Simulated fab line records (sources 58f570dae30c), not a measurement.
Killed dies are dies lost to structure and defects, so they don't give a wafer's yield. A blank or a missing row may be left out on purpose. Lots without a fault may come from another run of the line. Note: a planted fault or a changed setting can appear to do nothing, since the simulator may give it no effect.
The same fault as seen by 2 desks / flow berkeley cmos170 / numbers are kept per desk, each desk with only its own; the story behind them comes last

DESK OF THE TOOL OWNER: pecvd-02
The tool's own readings at UCB170_SPACER_CVD_00 (deposits SiO2 from TEOS/O2, target thk 376 nm, time 47 s): means of the sampled wafers that have a number, for each lot that ran on this tool. The brackets show how far a lot's mean lies from the usual mean; more than 4 standard deviations puts the lot out of limits, marked OUT.
Columns: A = heater power w at UCB170_SPACER_CVD_00, usual 281 W; B = rf fwd power W at UCB170_SPACER_CVD_00, usual 544.7 W
lot=L625; first seen here=day 8 09:23; A=291; B=545.8
lot=L630; first seen here=day 9 19:34; A=299; B=399.8 (-85) OUT
This desk's verdict: out of limits on L630, starting with L630 at day 9 19:34 (rf fwd power W at UCB170_SPACER_CVD_00). L625 stayed within limits.

THE METROLOGY DESK
Means of the sampled wafers that have a number, per lot and without regard to the tool the lot ran on: this is what the gauges read. The brackets show how far a lot's mean lies from the usual mean; more than 4 standard deviations puts the lot out of limits, marked OUT.
Columns: A = cd nm at UCB170_NLDD_CD_MEAS_06, usual 1199.6 nm; B = NLDD_OVL at UCB170_NLDD_OVL_MEAS_07, usual 2 nm; C = NLDD_TW at UCB170_NLDD_TW_MEAS_11, usual 2235; D = SPACER_TEOS_THK at UCB170_SPACER_THK_MEAS_01, usual 376 nm
lot=L625; first seen here=day 8 08:35; A=1200.2; B=-1; C=2229; D=378
lot=L623; first seen here=day 8 09:03; A=1199.9; B=-1; C=2236; D=373
lot=L630; first seen here=day 9 18:20; A=1199.3; B=-2; C=2209; D=343 (-7.4) OUT
lot=L634; first seen here=day 10 06:49; A=1199.0; B=8; C=2213; D=372
lot=L641; first seen here=day 12 05:00; A=1196.2; B=-4; C=2245; D=376
Finding of this desk: L630 out of limits, first seen on L630 at day 9 19:37 (SPACER_TEOS_THK at UCB170_SPACER_THK_MEAS_01). L625, L623, L634, L641 stayed within limits.

ALL TOGETHER
An alarm could have come from the tool owner's desk at day 9 19:34, on L630.
On L630, the metrology desk was in a position to raise an alarm at day 9 19:37.
The lots listed all ran UCB170_SPACER_CVD_00 on pecvd-02.

WHAT HAD BEEN PUT IN BY THE SIMULATOR
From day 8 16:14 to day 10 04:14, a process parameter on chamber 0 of pecvd-02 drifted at UCB170_SPACER_CVD_00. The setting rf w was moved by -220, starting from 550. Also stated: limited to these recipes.
Lots struck among those shown: L630.
Fault start to first reading out of limits, in hours, per desk: tool owner, 27; metrology, 27.
